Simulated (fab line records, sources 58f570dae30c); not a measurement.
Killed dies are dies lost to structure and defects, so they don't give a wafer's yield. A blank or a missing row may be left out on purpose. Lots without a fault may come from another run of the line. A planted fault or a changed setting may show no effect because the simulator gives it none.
Split-lot experiment | flow berkeley_cmos170 | 5 lots, 23 wafers read, on a route of 331 steps

THE SPLIT
At UCB170_PSD_IMPLANT_08, the setting energy_kev was moved away from the recipe's 20 on 5 of the 23 wafers read, by -1.7% to +2.6%. The other wafers ran this setting at the recipe's value.

The reading is taken at the split's own step.

THE READING
implant.drp_nm (the simulator's own value, which no gauge read), in nm, at UCB170_PSD_IMPLANT_08. The file gives no usual value for it.

wafer  | tool, chamber at the split | energy_kev as run | against the recipe | implant.drp_nm, nm | against lot-mates on the recipe
L074.1 | implanter-02, 0            | 19.66             | -1.7%              | 28                 | -0.34
L074.4 | implanter-02, 0            | 19.66             | -1.7%              | 28                 | -0.34
L074.2 | implanter-02, 0            | 20                | recipe             | 28.34              | -
L074.3 | implanter-02, 0            | 20                | recipe             | 28.34              | -
L074.6 | implanter-02, 0            | 20                | recipe             | 28.34              | -
L077.1 | implanter-04, 0            | 20                | recipe             | 28.34              | -
L077.2 | implanter-04, 0            | 20                | recipe             | 28.34              | -
L077.3 | implanter-04, 0            | 20                | recipe             | 28.34              | -
L077.4 | implanter-04, 0            | 20                | recipe             | 28.34              | -
L077.6 | implanter-04, 0            | 20                | recipe             | 28.34              | -
L082.1 | implanter-03, 0            | 20                | recipe             | 28.34              | -
L082.2 | implanter-03, 0            | 20                | recipe             | 28.34              | -
L082.3 | implanter-03, 0            | 20                | recipe             | 28.34              | -
L082.4 | implanter-03, 0            | 20                | recipe             | 28.34              | -
L082.5 | implanter-03, 0            | 20                | recipe             | 28.34              | -
L083.1 | implanter-02, 0            | 20.52             | +2.6%              | 28.89              | +0.55
L083.4 | implanter-02, 0            | 20.52             | +2.6%              | 28.89              | +0.55
L083.6 | implanter-02, 0            | 20.52             | +2.6%              | 28.89              | +0.55
L083.2 | implanter-02, 0            | 20                | recipe             | 28.34              | -
L083.3 | implanter-02, 0            | 20                | recipe             | 28.34              | -
L085.1 | implanter-03, 0            | 20                | recipe             | 28.34              | -
L085.3 | implanter-03, 0            | 20                | recipe             | 28.34              | -
L085.5 | implanter-03, 0            | 20                | recipe             | 28.34              | -

THE FIT
A straight line over all 23 wafers: implant.drp_nm changes by +0.209 nm for each +1% of energy_kev; r = +1.00; the points scatter about the line by 0.0048 nm.
The same after taking each lot's own level away (the mean of its wafers on the recipe; 23 wafers): +0.209 nm for each +1%; r = +1.00; scatter 0.0048 nm.
On that fit, the largest move of energy_kev shifts the reading by 0.54 nm.
The lots' own levels span 28.340 to 28.340 nm.
So the lot-to-lot level changes the slope little: the two slopes agree.
Check: with one of the wafers moved furthest among these (+2.6%) left out of the fit, the line predicts +0.543 nm for it against its lot-mates. It came out at +0.55 nm against them.

OTHER SPLITS ON THESE WAFERS
These wafers also went through other splits before the reading. Each is held against what the fit with the lots' levels taken away leaves over:
other split on the same wafers      | wafers away from the commonest value | r with implant.drp_nm (lot level and that fit taken away)
UCB170_START_OXIDATION_02 ox_time_s | 18                                   | -0.22
UCB170_SACOX_OXIDATION_01 temp_c    | 18                                   | -0.12
UCB170_NVT_IMPLANT_07 energy_kev    | 7                                    | +0.16
UCB170_GATE_CVD_04 temp_c           | 5                                    | +0.27
UCB170_GATE_ETCH_14 bias_w          | 8                                    | +0.08
UCB170_NLDD_EXPOSE_03 dose_mj       | 5                                    | +0.04
UCB170_PSD_PEB_04 peb_temp_c        | 4                                    | +0.05

THE WHOLE CHAIN: every reading that the file lists as answering this split, in the file's order
step                  | what it does | reading                                                         | change (the file's fit)               | r (the file's)
UCB170_PSD_IMPLANT_08 |              | implant.drp_nm (the simulator's own value, which no gauge read) | +0.208 nm for each +1% of the setting | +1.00
UCB170_PSD_STRIP_09   | strips in O2 | strip_time_to_endpoint_s                                        | withheld for each +1% of the setting  | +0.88

THE FILE'S OWN FIT
implant.drp_nm changes by +0.208 nm for each +1% of energy_kev, r = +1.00.
